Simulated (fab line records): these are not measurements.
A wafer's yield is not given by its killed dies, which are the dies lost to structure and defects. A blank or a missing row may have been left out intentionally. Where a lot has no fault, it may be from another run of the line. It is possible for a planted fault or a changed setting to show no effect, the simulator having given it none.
fab line records | flow rit-cmos
[record] lots = 6 wafers = 18 last-day = 7
route steps=202 shown SDANNEAL@155 PSD@157 NSD@158 PLDD@159 NLDD@160 SILICIDE@161 CONTACT@168 M1@202
lots untouched by any fault: they come from a run of this same line in which no faults occurred
start-h: start of the lot's first displayed wafer, in hours after the record's first day | wait-h: hours from the lot's prior step to this one | " as in the row above | L1.1+2: a single row standing in for several wafers | - no value, or no start given | * or withheld: withheld | < > ~ a bound
route shown NAME@n: names a module that has steps shown in the file, with the first one's number in the route | usual: mean and standard deviation over wafers with no fault | same: alike in all rows | chamber/n: place in a boat | sites: readings site by site | _std_site: their standard deviation | _edge_site: the outer-site mean with the inner-site mean subtracted | radius-mm: for every site, how far away it sits from the centre of the wafer | mask NAME#n: copy n | behind: the tool/chamber that last shaped the wafer | hold: why the lot was held/for how many hours/how that ended | device: names the non-switching transistor (n, p or np) | end of line: the same wafers' tests at the end of the route | for a step that has no rows: nothing shown but its recipe | killed: dies that structure and defects cost at the first sort, which is not the same as the wafer's yield | map: per-die view of a wafer (x killed, . not killed, _ where there is no die)
set.NAME: the setting the step ran with; set.NAME@STEP: the setting that earlier step ran with | model.NAME: the simulator's own value behind a step, which no gauge read
lots at selected steps of the route; one table per step, one row per wafer
services: when a tool's chamber went out of use (start-h, in hours from the record's first day, below 0 if earlier), for how many hours, and the reason
[[steps]]
[step RIT_SDANNEAL_CLEAN_02]
[recipe] chemistry = SC2 mix = 3:3:50 time-s = 600 temp-c = 75 dry = n2-spin
[step RIT_SDANNEAL_RTA_03]
[recipe] temp-c = 1050 time-s = 5 idle-temp-c = 600 ramp-up-c-per-s = 342 ramp-down-c-per-s = 171 cool-to-c = 600 ambient = N2
[usual] wafer_temp_C_max = 1053.6/1.2
// columns lot.wafer tool chamber start-h wait-h wafer_temp_C_max
L917.2 rtp-anneal-02 0 58.72 0.0 1051.7
L917.4 " 0 " " 1054.0
L917.5 " 0 " " 1053.5
L924.1 rtp-anneal-01 0 97.55 0.0 1054.6
L924.2 " 0 " " 1054.3
L924.5 " 0 " " 1052.9
L927.1 rtp-anneal-02 0 111.83 0.0 1052.1
L927.3 " 0 " " 1054.3
L927.4 " 0 " " 1052.1
L932.1 rtp-anneal-01 0 137.68 0.0 1054.0
L932.4 " 0 " " 1054.3
L932.5 " 0 " " 1053.7
L934.2 rtp-anneal-01 0 145.46 0.0 1053.8
L934.3 " 0 " " 1052.7
L934.4 " 0 " " 1055.9
L937.3 rtp-anneal-02 0 160.53 0.0 1052.8
L937.5 " 0 " " 1051.9
L937.6 " 0 " " 1052.4
[step RIT_SDANNEAL_RS_MEAS_04]
[recipe] thk-meas-gauge = four-point-probe
[usual] PSD_RS = 115.83/0.3
// columns lot.wafer tool chamber start-h wait-h PSD_RS[ohm/sq]
L917.2 film-metro-03 - 58.79 0.1 115.70
L917.4 " - " " 115.53
L917.5 " - " " 115.55
L924.1 film-metro-04 - 97.61 0.0 115.63
L924.2 " - " " 115.53
L924.5 " - " " 115.80
L927.1 film-metro-03 - 111.89 0.0 115.98
L927.3 " - " " 116.13
L927.4 " - " " 116.08
L932.1 film-metro-04 - 137.74 0.0 115.66
L932.4 " - " " 115.68
L932.5 " - " " 115.58
L934.2 film-metro-03 - 145.53 0.1 116.12
L934.3 " - " " 115.87
L934.4 " - " " 116.00
L937.3 film-metro-02 - 160.61 0.1 115.40
L937.5 " - " " 115.80
L937.6 " - " " 115.81
[step RIT_SDANNEAL_RS_MEAS_05]
[recipe] thk-meas-gauge = four-point-probe
[usual] NSD_RS = 84.43/0.28
// columns lot.wafer tool chamber start-h wait-h NSD_RS[ohm/sq]
L917.2 film-metro-03 - 58.91 0.1 84.54
L917.4 " - " " 84.85
L917.5 " - " " 84.63
L924.1 film-metro-04 - 97.73 0.1 84.15
L924.2 " - " " 84.22
L924.5 " - " " 84.15
L927.1 film-metro-03 - 112.01 0.1 84.10
L927.3 " - " " 84.24
L927.4 " - " " 83.89
L932.1 film-metro-04 - 137.86 0.1 84.72
L932.4 " - " " 84.78
L932.5 " - " " 84.73
L934.2 film-metro-03 - 145.65 0.1 83.88
L934.3 " - " " 83.79
L934.4 " - " " 83.69
L937.3 film-metro-02 - 160.73 0.1 84.58
L937.5 " - " " 84.49
L937.6 " - " " 84.68
[step RIT_SDANNEAL_RS_MEAS_06]
[recipe] thk-meas-gauge = four-point-probe
[usual] PLDD_RS = 178.4/0.43
// columns lot.wafer tool chamber start-h wait-h PLDD_RS[ohm/sq]
L917.2 film-metro-03 - 59.03 0.1 177.9
L917.4 " - " " 178.0
L917.5 " - " " 178.4
L924.1 film-metro-04 - 97.85 0.1 178.5
L924.2 " - " " 178.6
L924.5 " - " " 178.8
L927.1 film-metro-03 - 112.13 0.1 178.1
L927.3 " - " " 178.4
L927.4 " - " " 178.4
L932.1 film-metro-04 - 137.98 0.1 179.0
L932.4 " - " " 178.9
L932.5 " - " " 178.3
L934.2 film-metro-03 - 145.77 0.1 178.7
L934.3 " - " " 178.5
L934.4 " - " " 178.3
L937.3 film-metro-02 - 160.85 0.1 178.3
L937.5 " - " " 178.0
L937.6 " - " " 178.2
[step RIT_SDANNEAL_RS_MEAS_07]
[recipe] thk-meas-gauge = four-point-probe
[usual] NLDD_RS = 151.4/0.51
// columns lot.wafer tool chamber start-h wait-h NLDD_RS[ohm/sq]
L917.2 film-metro-03 - 59.15 0.1 151.6
L917.4 " - " " 151.7
L917.5 " - " " 151.0
L924.1 film-metro-04 - 97.97 0.1 151.3
L924.2 " - " " 150.8
L924.5 " - " " 151.2
L927.1 film-metro-03 - 112.25 0.1 151.2
L927.3 " - " " 151.6
L927.4 " - " " 151.5
L932.1 film-metro-04 - 138.10 0.1 150.8
L932.4 " - " " 151.4
L932.5 " - " " 150.9
L934.2 film-metro-03 - 145.89 0.1 151.1
L934.3 " - " " 151.1
L934.4 " - " " 151.8
L937.3 film-metro-02 - 160.97 0.1 151.1
L937.5 " - " " 151.1
L937.6 " - " " 151.1
[step RIT_SILICIDE_WET_ETCH_00]
[recipe] chemistry = BOE target = SiO2 target-depth-nm = 14 time-s = 15 dry = n2-spin dilution = 10:1 temp-c = 21.5
[step RIT_SILICIDE_SPUTTER_01]
[recipe] material = Ti target-thk-nm = 30 power-w = 350 chamber-pressure-pa = 0.667 gas = Ar time-s = 240 substrate-temp-c = 25
[usual] throttle-valve-pct = 30.2/0.93
// columns lot.wafer tool chamber start-h wait-h throttle-valve-pct
L917.2 pvd-sputter-03 - 59.27 0.0 29.0
L917.4 " - " " 30.4
L917.5 " - " " 30.2
L924.1 pvd-sputter-03 - 98.10 0.0 28.9
L924.2 " - " " 30.7
L924.5 " - " " 30.7
L927.1 pvd-sputter-01 - 112.38 0.0 31.6
L927.3 " - " " 29.8
L927.4 " - " " 29.8
L932.1 pvd-sputter-03 - 138.23 0.0 31.4
L932.4 " - " " 30.0
L932.5 " - " " 30.7
L934.2 pvd-sputter-01 - 146.00 0.0 29.9
L934.3 " - " " 29.3
L934.4 " - " " 29.1
L937.3 pvd-sputter-03 - 161.06 0.0 30.2
L937.5 " - " " 28.8
L937.6 " - " " 31.6
[step RIT_SILICIDE_RS_MEAS_02]
[recipe] thk-meas-gauge = four-point-probe reads = Ti_of_SILICIDE_SPUTTER_01
[usual] SILICIDE_TI_RS = 47.8/0.6
// columns lot.wafer tool chamber start-h wait-h SILICIDE_TI_RS[ohm/sq]
L917.2 film-metro-02 - 59.44 0.1 48.1
L917.4 " - " " 47.5
L917.5 " - " " 47.1
L924.1 film-metro-01 - 98.25 0.1 47.9
L924.2 " - " " 47.2
L924.5 " - " " 47.4
L927.1 film-metro-02 - 112.53 0.1 48.8
L927.3 " - " " 49.0
L927.4 " - " " 48.1
L932.1 film-metro-02 - 138.38 0.1 48.1
L932.4 " - " " 46.9
L932.5 " - " " 47.5
L934.2 film-metro-03 - 146.17 0.1 48.0
L934.3 " - " " 48.5
L934.4 " - " " 47.8
L937.3 film-metro-03 - 161.25 0.1 47.1
L937.5 " - " " 47.0
L937.6 " - " " 47.4
[step RIT_SILICIDE_THK_MEAS_03]
[recipe] thk-meas-gauge = xrf reads = Ti_of_SILICIDE_SPUTTER_01
[usual] SILICIDE_TI_THK = 29.9/0.31
// columns lot.wafer tool chamber start-h wait-h SILICIDE_TI_THK[nm]
L917.2 film-metro-02 - 59.55 0.1 29.8
L917.4 " - " " 29.9
L917.5 " - " " 30.1
L924.1 film-metro-01 - 98.37 0.1 30.0
L924.2 " - " " 30.3
L924.5 " - " " 30.3
L927.1 film-metro-02 - 112.65 0.1 29.3
L927.3 " - " " 29.1
L927.4 " - " " 29.7
L932.1 film-metro-02 - 138.50 0.1 29.6
L932.4 " - " " 30.1
L932.5 " - " " 29.9
L934.2 film-metro-03 - 146.28 0.1 29.6
L934.3 " - " " 29.4
L934.4 " - " " 29.7
L937.3 film-metro-03 - 161.35 0.1 30.0
L937.5 " - " " 30.1
L937.6 " - " " 29.9
[step RIT_SILICIDE_RTA_04]
[recipe] temp-c = 650 time-s = 10 idle-temp-c = 25 ramp-up-s = 5 ramp-down-s = 5 cool-to-c = 25 ambient = N2
[usual] wafer_temp_C_max = 652.5/0.71
// columns lot.wafer tool chamber start-h wait-h wafer_temp_C_max
L917.2 rtp-anneal-01 0 59.61 0.1 653.0
L917.4 " 0 " " 653.3
L917.5 " 0 " " 652.7
L924.1 rtp-anneal-02 0 98.43 0.1 652.1
L924.2 " 0 " " 651.4
L924.5 " 0 " " 651.4
L927.1 rtp-anneal-01 0 112.71 0.1 652.2
L927.3 " 0 " " 653.2
L927.4 " 0 " " 653.2
L932.1 rtp-anneal-02 0 138.56 0.1 653.1
L932.4 " 0 " " 651.9
L932.5 " 0 " " 652.4
L934.2 rtp-anneal-02 0 146.35 0.1 651.6
L934.3 " 0 " " 652.3
L934.4 " 0 " " 651.4
L937.3 rtp-anneal-01 0 161.41 0.1 652.2
L937.5 " 0 " " 653.4
L937.6 " 0 " " 653.2
[step RIT_SILICIDE_WET_ETCH_05]
[recipe] chemistry = SPM target = Ti temp-c = 90 time-s = 120 dry = n2-spin
[step RIT_SILICIDE_RTA_06]
[recipe] temp-c = 750 time-s = 10 idle-temp-c = 25 ramp-up-s = 5 ramp-down-s = 10 cool-to-c = 25 ambient = N2
[usual] wafer_temp_C_max = 752.9/0.72
// columns lot.wafer tool chamber start-h wait-h wafer_temp_C_max
L917.2 rtp-anneal-02 0 59.71 0.0 752.5
L917.4 " 0 " " 752.7
L917.5 " 0 " " 752.3
L924.1 rtp-anneal-01 0 98.54 0.0 753.9
L924.2 " 0 " " 752.6
L924.5 " 0 " " 752.6
L927.1 rtp-anneal-02 0 112.82 0.0 751.9
L927.3 " 0 " " 751.9
L927.4 " 0 " " 752.2
L932.1 rtp-anneal-01 0 138.67 0.0 693.2
L932.4 " 0 " " 693.2
L932.5 " 0 " " 694.0
L934.2 rtp-anneal-01 0 146.45 0.0 693.5
L934.3 " 0 " " 693.7
L934.4 " 0 " " 693.9
L937.3 rtp-anneal-02 0 161.53 0.0 751.9
L937.5 " 0 " " 751.0
L937.6 " 0 " " 752.0
[step RIT_CONTACT_CVD_00]
[recipe] material = SiO2 target-thk-nm = 400 precursor = TEOS temp-c = 390 time-s = 61 rf-w = 400
[usual] heater-power-w = 318/45 susceptor-temp-C = 389.99/0.2
// columns lot.wafer tool chamber start-h wait-h heater-power-w susceptor-temp-C
L917.2 pecvd-04 0 59.77 0.0 284 389.71
L917.4 " 2 " " 321 389.99
L917.5 " 2 " " 329 389.92
L924.1 pecvd-01 2 98.61 0.1 289 389.75
L924.2 " 0 " " 383 390.03
L924.5 " 0 " " 394 389.77
L927.1 pecvd-01 2 112.88 0.1 298 389.86
L927.3 " 0 " " 397 389.91
L927.4 " 2 " " 308 389.52
L932.1 pecvd-04 1 138.73 0.1 320 390.05
L932.4 " 0 " " 253 390.17
L932.5 " 1 " " 239 390.07
L934.2 pecvd-02 0 146.51 0.0 262 389.75
L934.3 " 1 " " 373 390.19
L934.4 " 1 " " 382 390.11
L937.3 pecvd-02 1 161.57 0.0 360 389.96
L937.5 " 1 " " 371 390.36
L937.6 " 2 " " 385 389.94
[step RIT_M1_PROBE_99]
[usual] killed-at-contacts = 0.1/0.24 killed-at-front-end = 6.8/2.8 killed-dies = 6.9/2.8 killed-open = 3.3/1.9 killed-short = 3.5/1.8
[same] gross-dies = 264 killed_at_M0_to_M3 = 0 killed_at_M4_up = 0 killed-at-back-side = 0 killed-at-other = 0
// columns lot.wafer tool chamber start-h wait-h killed-at-contacts killed-at-front-end killed-dies killed-open killed-short model.etest.npoly-sal.rs-ohm-sq model.etest.ppoly-sal.rs-ohm-sq model.etest.pplus-sal.rs-ohm-sq model.etest.nplus-sal.rs-ohm-sq model.etest.pplus-sal.line-ohm-um model.etest.nplus-sal.line-ohm-um model.etest.contact-pplus.rc-ohm model.etest.contact-ppoly.rc-ohm
L917.2 prober-01 - 66.21 0.1 0 7 7 4 3 4.383 4.342 4.328 4.326 1.257 1.261 1.456 1.337
L917.4 prober-01 - 66.31 0.2 0 10 10 3 7 4.308 4.284 4.289 4.229 1.227 1.268 1.339 1.369
L917.5 prober-01 - 66.36 0.2 0 7 7 3 4 4.246 4.208 4.249 4.239 1.246 1.231 1.415 1.365
L924.1 prober-02 - 105.10 0.1 0 9 9 3 6 4.321 4.267 4.272 4.254 1.258 1.25 1.341 1.394
L924.2 prober-02 - 105.15 0.1 0 9 9 2 7 4.346 4.279 4.271 4.268 1.239 1.241 1.391 1.339
L924.5 prober-02 - 105.30 0.2 0 6 6 4 2 4.307 4.266 4.28 4.287 1.241 1.241 1.348 1.415
L927.1 prober-01 - 120.18 0.1 0 3 3 2 1 4.412 4.387 4.412 4.356 1.293 1.246 1.378 1.416
L927.3 prober-01 - 120.28 0.2 0 6 6 4 2 4.441 4.387 4.381 4.347 1.28 1.293 1.404 1.385
L927.4 prober-01 - 120.33 0.2 1 11 12 8 4 4.381 4.346 4.369 4.338 1.254 1.277 1.371 1.387
L932.1 prober-02 - 145.29 0.1 0 10 10 5 5 13.93 13.55 13.55 13.48 3.901 3.896 3.891 3.999
L932.4 prober-02 - 145.44 0.2 0 10 10 4 6 13.68 13.46 13.34 13.27 3.817 3.842 3.744 3.93
L932.5 prober-02 - 145.49 0.2 0 7 7 4 3 13.85 13.58 13.42 13.45 3.953 3.9 3.833 3.796
L934.2 prober-01 - 153.50 0.1 0 5 5 3 2 13.8 13.43 13.42 13.35 3.902 3.833 3.908 3.706
L934.3 prober-01 - 153.55 0.2 0 5 5 4 1 13.95 13.65 13.6 13.33 3.985 3.871 4.017 3.914
L934.4 prober-01 - 153.60 0.2 0 4 4 1 3 13.79 13.42 13.39 13.28 3.901 3.836 4.048 3.877
L937.3 prober-02 - 168.25 0.2 0 4 4 2 2 4.299 4.243 4.272 4.252 1.223 1.247 1.337 1.4
L937.5 prober-02 - 168.35 0.2 0 13 13 6 7 4.3 4.258 4.245 4.238 1.214 1.238 1.339 1.343
L937.6 prober-02 - 168.40 0.2 0 7 7 4 3 4.335 4.305 4.313 4.281 1.231 1.253 1.377 1.358
// killed by level:class
L917.2 REOX:geometric-particle:short=2 FOX2:geometric-particle:open=1 GATE:geometric-particle:open=1 GATE:geometric-particle:short=1 REOX:geometric-particle:open=1 SILICIDE:geometric-particle:open=1
L917.4 GATE:geometric-particle:short=3 GATE:geometric-particle:open=3 FOX2:geometric-particle:short=2 REOX:geometric-particle:short=1 SILICIDE:geometric-particle:short=1
L917.5 GATE:geometric-particle:open=2 FOX1:geometric-particle:short=1 GATE:geometric-particle:short=1 SPACER:geometric-particle:short=1 SILICIDE:geometric-particle:open=1 SILICIDE:geometric-particle:short=1
L924.1 GATE:geometric-particle:open=3 SPACER:geometric-particle:short=3 GATE:geometric-particle:short=2 REOX:geometric-particle:short=1
L924.2 GATE:geometric-particle:short=3 SPACER:geometric-particle:short=2 SPACER:geometric-particle:open=2 FOX2:geometric-particle:short=1 REOX:geometric-particle:short=1
L924.5 GATE:geometric-particle:open=2 SPACER:geometric-particle:open=2 FOX1:geometric-particle:short=1 GATE:geometric-particle:short=1
L927.1 SPACER:geometric-particle:open=1 SPACER:geometric-particle:short=1 SILICIDE:geometric-particle:open=1
L927.3 GATE:geometric-particle:open=3 GATE:geometric-particle:short=2 FOX2:geometric-particle:open=1
L927.4 GATE:geometric-particle:open=3 ACTIVE:geometric-particle:open=2 GATE:geometric-particle:short=2 SPACER:geometric-particle:short=2 FOX1:geometric-particle:open=1 SPACER:geometric-particle:open=1 CONTACT:geometric-particle:open=1
L932.1 GATE:geometric-particle:short=2 GATE:geometric-particle:open=2 SPACER:geometric-particle:open=2 FOX1:geometric-particle:short=1 FOX2:geometric-particle:short=1 REOX:geometric-particle:open=1 SPACER:geometric-particle:short=1
L932.4 FOX2:geometric-particle:short=2 GATE:geometric-particle:open=2 SPACER:geometric-particle:short=2 GATE:geometric-particle:short=1 REOX:geometric-particle:short=1 SPACER:geometric-particle:open=1 SILICIDE:geometric-particle:open=1
L932.5 GATE:geometric-particle:open=2 SPACER:geometric-particle:short=2 FOX1:geometric-particle:short=1 FOX2:geometric-particle:open=1 REOX:geometric-particle:open=1
L934.2 FOX1:geometric-particle:short=2 FOX2:geometric-particle:open=1 REOX:geometric-particle:open=1 SPACER:geometric-particle:open=1
L934.3 FOX1:geometric-particle:open=1 GATE:geometric-particle:short=1 GATE:geometric-particle:open=1 SPACER:geometric-particle:open=1 SILICIDE:geometric-particle:open=1
L934.4 GATE:geometric-particle:short=2 FOX1:geometric-particle:short=1 GATE:geometric-particle:open=1
L937.3 GATE:geometric-particle:open=2 GATE:geometric-particle:short=1 SILICIDE:geometric-particle:short=1
L937.5 GATE:geometric-particle:open=3 FOX2:geometric-particle:short=2 REOX:geometric-particle:short=2 FOX1:geometric-particle:open=1 FOX1:geometric-particle:short=1 GATE:geometric-particle:short=1 SPACER:geometric-particle:open=1 SILICIDE:geometric-particle:open=1
L937.6 REOX:geometric-particle:short=3 FOX1:geometric-particle:open=2 REOX:geometric-particle:open=1 SPACER:geometric-particle:open=1
[[services]]
// columns tool chamber start-h hours kind
pecvd-02 - 46.07 2.8 pm
pecvd-04 1 48.46 20.7 repair
pvd-sputter-01 - 79.46 6.0 repair
pecvd-02 - 90.11 1.5 repair
pecvd-01 - 90.66 0.4 repair
pvd-sputter-01 - 103.43 3.4 repair
pvd-sputter-03 - 105.45 2.0 repair
pecvd-01 - 106.60 5.5 pm
pvd-sputter-03 - 149.97 1.1 repair
[[key]]
[first-sign] step = RIT_SILICIDE_RTA_06 reading = wafer_temp_C_max direction = down sigmas = 82 usual = * struck = *
effect none on later readings
[model-effect] step = RIT_M1_PROBE_99 value = etest.npoly-sal.rs-ohm-sq without = 4.356 struck = 13.84
met-at RIT_SILICIDE_RTA_06
struck-wafers L932.1,L932.4,L932.5,L934.2,L934.3,L934.4
tester-left-out L932,L934
onset-between 98.54 138.67
[fault] kind = process-parameter-drift tool = rtp-anneal-01 chamber = - onset-h = 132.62 steps = RIT_SILICIDE_RTA_06 channel = temp-c offset = * shape = step end-h = 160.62 acts-in = * stated = *
// tester-left-out: of these lots the tester's yield and bins aren't shown, on N5 and GAA mostly nor the transistor test; their killed dies are dies lost to structure and defects alone, not to doping, threshold or leakage, so they don't give the yield
